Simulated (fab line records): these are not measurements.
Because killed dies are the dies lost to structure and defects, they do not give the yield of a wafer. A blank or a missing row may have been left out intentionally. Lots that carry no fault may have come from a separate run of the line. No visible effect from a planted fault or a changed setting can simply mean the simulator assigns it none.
Commonality check across tools || flow berkeleyCmos170 || Sample size 16 lots and 48 wafers

## REASON IT WAS OPENED
Of 16 lots, 4 have the reading PLDD_OVL flagged at UCB170_PLDD_OVL_MEAS_07. Wafers without a fault read 0 nm, standard deviation 5.2.
Rule: a lot is flagged in two cases, either no wafer of it has a number, or all its wafers with numbers fall more than 4 standard deviations from that mean. The other lots count as sound.

{"lot": "L440", "measured": "day 6 21:19", "on": "overlay-01", "PLDD_OVL (nm), wafer by wafer": "2 13 -4", "flag": ""}
{"lot": "L442", "measured": "day 7 08:30", "on": "overlay-01", "PLDD_OVL (nm), wafer by wafer": "-2 -3 -4", "flag": ""}
{"lot": "L444", "measured": "day 7 15:59", "on": "overlay-01", "PLDD_OVL (nm), wafer by wafer": "-7 2 -3", "flag": ""}
{"lot": "L443", "measured": "day 7 16:32", "on": "overlay-01", "PLDD_OVL (nm), wafer by wafer": "-1 -2 -3", "flag": ""}
{"lot": "L447", "measured": "day 7 21:58", "on": "overlay-02", "PLDD_OVL (nm), wafer by wafer": "-1 5 7", "flag": ""}
{"lot": "L445", "measured": "day 7 22:14", "on": "overlay-02", "PLDD_OVL (nm), wafer by wafer": "4 6 8", "flag": ""}
{"lot": "L448", "measured": "day 7 22:34", "on": "overlay-01", "PLDD_OVL (nm), wafer by wafer": "-6 3 -2", "flag": ""}
{"lot": "L446", "measured": "day 7 22:53", "on": "overlay-02", "PLDD_OVL (nm), wafer by wafer": "-6 1 -6", "flag": ""}
{"lot": "L450", "measured": "day 8 12:08", "on": "overlay-01", "PLDD_OVL (nm), wafer by wafer": "1 -1 -1", "flag": ""}
{"lot": "L449", "measured": "day 8 12:22", "on": "overlay-01", "PLDD_OVL (nm), wafer by wafer": "7 3 4", "flag": ""}
{"lot": "L453", "measured": "day 9 11:26", "on": "overlay-01", "PLDD_OVL (nm), wafer by wafer": "-5 4 1", "flag": ""}
{"lot": "L456", "measured": "day 9 11:51", "on": "overlay-01", "PLDD_OVL (nm), wafer by wafer": "89 94 94", "flag": "FLAGGED"}
{"lot": "L454", "measured": "day 9 12:04", "on": "overlay-01", "PLDD_OVL (nm), wafer by wafer": "93 100 93", "flag": "FLAGGED"}
{"lot": "L457", "measured": "day 10 05:47", "on": "overlay-01", "PLDD_OVL (nm), wafer by wafer": "106 98 97", "flag": "FLAGGED"}
{"lot": "L460", "measured": "day 10 06:22", "on": "overlay-01", "PLDD_OVL (nm), wafer by wafer": "101 96 100", "flag": "FLAGGED"}
{"lot": "L458", "measured": "day 10 06:36", "on": "overlay-02", "PLDD_OVL (nm), wafer by wafer": "-4 -1 -2", "flag": ""}
On average the flagged lots' numbers are 97 nm, which is +97 nm against the usual, or +19 standard deviations.

## TOOL THAT RAN EACH LOT
Before the reading, the record contains 2 process steps out of a 331-step route. In each cell: the tool, then ch and the chambers that the sampled wafers went through, then the start.
{"lot": "L440", "flag": "", "UCB170_NVT_STRIP_08": "plasmaAsher-01 ch 0,1, day 6 12:11", "UCB170_PLDD_EXPOSE_03": "krfScanner-02 ch 0, day 6 20:48"}
{"lot": "L442", "flag": "", "UCB170_NVT_STRIP_08": "plasmaAsher-04 ch 0,1, day 6 15:17", "UCB170_PLDD_EXPOSE_03": "krfScanner-01 ch 0, day 7 07:22"}
{"lot": "L444", "flag": "", "UCB170_NVT_STRIP_08": "plasmaAsher-01 ch 0,1, day 7 01:29", "UCB170_PLDD_EXPOSE_03": "krfScanner-01 ch 0, day 7 15:01"}
{"lot": "L443", "flag": "", "UCB170_NVT_STRIP_08": "plasmaAsher-04 ch 1, day 7 01:38", "UCB170_PLDD_EXPOSE_03": "krfScanner-02 ch 0, day 7 15:33"}
{"lot": "L447", "flag": "", "UCB170_NVT_STRIP_08": "plasmaAsher-04 ch 0,1, day 7 05:34", "UCB170_PLDD_EXPOSE_03": "krfScanner-02 ch 0, day 7 21:12"}
{"lot": "L445", "flag": "", "UCB170_NVT_STRIP_08": "plasmaAsher-01 ch 0,1, day 7 05:26", "UCB170_PLDD_EXPOSE_03": "krfScanner-02 ch 0, day 7 21:32"}
{"lot": "L448", "flag": "", "UCB170_NVT_STRIP_08": "plasmaAsher-03 ch 0,1, day 7 05:48", "UCB170_PLDD_EXPOSE_03": "krfScanner-01 ch 0, day 7 22:04"}
{"lot": "L446", "flag": "", "UCB170_NVT_STRIP_08": "plasmaAsher-01 ch 0,1, day 7 06:02", "UCB170_PLDD_EXPOSE_03": "krfScanner-02 ch 0, day 7 22:23"}
{"lot": "L450", "flag": "", "UCB170_NVT_STRIP_08": "plasmaAsher-03 ch 0,1, day 7 17:32", "UCB170_PLDD_EXPOSE_03": "krfScanner-02 ch 0, day 8 10:56"}
{"lot": "L449", "flag": "", "UCB170_NVT_STRIP_08": "plasmaAsher-04 ch 0,1, day 7 17:54", "UCB170_PLDD_EXPOSE_03": "krfScanner-02 ch 0, day 8 11:01"}
{"lot": "L453", "flag": "", "UCB170_NVT_STRIP_08": "plasmaAsher-03 ch 0,1, day 8 17:34", "UCB170_PLDD_EXPOSE_03": "krfScanner-02 ch 0, day 9 09:47"}
{"lot": "L456", "flag": "FLAGGED", "UCB170_NVT_STRIP_08": "plasmaAsher-01 ch 0,1, day 8 17:35", "UCB170_PLDD_EXPOSE_03": "krfScanner-01 ch 0, day 9 10:34"}
{"lot": "L454", "flag": "FLAGGED", "UCB170_NVT_STRIP_08": "plasmaAsher-03 ch 0,1, day 8 17:53", "UCB170_PLDD_EXPOSE_03": "krfScanner-01 ch 0, day 9 11:12"}
{"lot": "L457", "flag": "FLAGGED", "UCB170_NVT_STRIP_08": "plasmaAsher-04 ch 0,1, day 9 11:41", "UCB170_PLDD_EXPOSE_03": "krfScanner-01 ch 0, day 10 05:17"}
{"lot": "L460", "flag": "FLAGGED", "UCB170_NVT_STRIP_08": "plasmaAsher-03 ch 0,1, day 9 16:25", "UCB170_PLDD_EXPOSE_03": "krfScanner-01 ch 0, day 10 05:52"}
{"lot": "L458", "flag": "", "UCB170_NVT_STRIP_08": "plasmaAsher-04 ch 0,1, day 9 16:31", "UCB170_PLDD_EXPOSE_03": "krfScanner-02 ch 0, day 10 06:07"}
What the steps here do:
- UCB170_NVT_STRIP_08: strips in O2.
- UCB170_PLDD_EXPOSE_03: exposes mask PSELECT, target cd 1200 nm.
- UCB170_PLDD_OVL_MEAS_07

## FLAGGED OVER TOTAL, TOOL BY TOOL (the gauges that took the reading come last)
{"step": "UCB170_NVT_STRIP_08", "tool": "plasmaAsher-01", "lots run": 5, "flagged": 1, "share of the flagged lots": "some", "sound lots run after its first flagged lot": 0}
{"step": "UCB170_NVT_STRIP_08", "tool": "plasmaAsher-03", "lots run": 5, "flagged": 2, "share of the flagged lots": "some", "sound lots run after its first flagged lot": 0}
{"step": "UCB170_NVT_STRIP_08", "tool": "plasmaAsher-04", "lots run": 6, "flagged": 1, "share of the flagged lots": "some", "sound lots run after its first flagged lot": "1 (L458)"}
{"step": "UCB170_PLDD_EXPOSE_03", "tool": "krfScanner-01", "lots run": 7, "flagged": 4, "share of the flagged lots": "all", "sound lots run after its first flagged lot": 0}
{"step": "UCB170_PLDD_EXPOSE_03", "tool": "krfScanner-02", "lots run": 9, "flagged": 0, "share of the flagged lots": "none", "sound lots run after its first flagged lot": "-"}
{"step": "UCB170_PLDD_OVL_MEAS_07", "tool": "overlay-01", "lots run": 12, "flagged": 4, "share of the flagged lots": "all", "sound lots run after its first flagged lot": 0}
{"step": "UCB170_PLDD_OVL_MEAS_07", "tool": "overlay-02", "lots run": 4, "flagged": 0, "share of the flagged lots": "none", "sound lots run after its first flagged lot": "-"}

## WHAT THE TABLE ALLOWS
Every flagged lot went through 2 rows of the table: krfScanner-01 at UCB170_PLDD_EXPOSE_03 and overlay-01 at UCB170_PLDD_OVL_MEAS_07.
- krfScanner-01 at UCB170_PLDD_EXPOSE_03 ran 7 lots, 4 of them flagged. It ran its last sound lot, L448, at day 7 22:04 and its first flagged lot, L456, at day 9 10:34: a fault with its onset between the two fits.
- overlay-01 at UCB170_PLDD_OVL_MEAS_07 ran 12 lots, 4 of them flagged. It ran its last sound lot, L453, at day 9 11:26 and its first flagged lot, L456, at day 9 11:51: a fault with its onset between the two fits.
Because each of these 2 tools fits a fault that began at some hour, counting lots does not separate them. More lots, or a look at what each step does to the wafer, might.

## WHAT HAD BEEN PUT IN BY THE SIMULATOR
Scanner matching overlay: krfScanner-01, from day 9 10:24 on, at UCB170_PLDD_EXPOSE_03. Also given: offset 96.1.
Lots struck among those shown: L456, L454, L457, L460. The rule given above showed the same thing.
